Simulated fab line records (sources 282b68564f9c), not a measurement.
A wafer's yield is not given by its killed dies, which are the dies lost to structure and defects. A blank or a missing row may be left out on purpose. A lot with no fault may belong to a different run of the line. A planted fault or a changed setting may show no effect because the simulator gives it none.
Problem report, 8D (eight disciplines) form, completed by code -- flow ritCmos -- the parts of the form that need people (team, actions taken, sign-off) are left out

== 1. WHAT WENT WRONG ==
Across 6 wafers from 2 lots, REOX_OXIDE_THK at RIT_REOX_THK_MEAS_04 averages 32.9 nm, while fault-free wafers read 25.0 nm with a standard deviation of 0.52. That puts it +15 standard deviations away from the usual mean.
Seen first at day 5 11:00 on filmMetro-02, wafer L102.1. Wafers with a number at this step in the record: 42, from 14 lots. The rule behind "out" and "out of limits": a value lying over 4 standard deviations away from the usual mean. All remaining wafers that have a number are taken as sound.

== 2. WHAT IT IS, AND WHAT IT ISN'T ==
question,is,is not
which readings at this step,REOX_OXIDE_THK,-
which lots,"L102, L105","L101, L108, L109, L112, L113, L990, L991, L992, L993, L994, L995, L996"
which wafers of those lots,all that have a number,-
read on which gauges,"filmMetro-02, filmMetro-03",filmMetro-01
when,from day 5 11:00,"up to then (24 sound wafers); but 12 sound wafers of L108, L109, L112, L113 came after"

== 3. THE SUSPECTS, EACH WITH WHAT RULES IT OUT ==
Counting: a tool at a process step up to the reading stays a suspect if it ran every lot that is out and no sound lot after the first of them.
- the gauge at RIT_REOX_THK_MEAS_04 is ruled out. The wafers that are out were read on 2 gauges (filmMetro-02, filmMetro-03).
- furnace-04 at RIT_REOX_OXIDATION_03 (target thk 25.2 nm, ox time 5580 s): kept. Every lot that is out went through it, starting with L102 (day 5 08:27), and after that it ran no sound lot; the last sound lot it ran before then is L993 (day 3 16:40).
Left after counting: furnace-04 at RIT_REOX_OXIDATION_03.

== 4. THE CAUSE (what the simulator had put in) ==
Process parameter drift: furnace-04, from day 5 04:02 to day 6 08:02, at RIT_REOX_OXIDATION_03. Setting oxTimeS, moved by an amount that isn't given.
The count eliminated every tool but this one.

== 5. SEQUENCE OF EFFECTS, ordered by route ==
One row per reading whose mean, taken over the struck wafers that have a number, lies over 3 standard deviations from the usual. Readings are gone through only where the record gives a usual standard deviation; hours: the median, over the lots, of the time from a lot's start at the first step in this table giving one to that lot's start at this step; sigmas: the change measured in usual standard deviations.
hours,step,reading,usual,on struck wafers,change,sigmas
0,RIT_REOX_THK_MEAS_04,REOX_OXIDE_THK,25.0 nm,32.9,+7.9,+15

== 6. HOW IT WOULD HAVE BEEN CAUGHT EARLIER ==
7 hours passed between the start of the fault at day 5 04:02 and the first reading out of limits at a measuring or inspecting step in this record, taken at day 5 11:00.
Of the tool readings at RIT_REOX_OXIDATION_03 for which the record gives a usual standard deviation, none was out on any struck wafer, so an alarm limit of 4 standard deviations on them would not have fired.
L105, from the lots that are out (2), started RIT_REOX_OXIDATION_03 on furnace-04 later than day 5 11:00. It would have been spared by a hold on the tool at that moment.
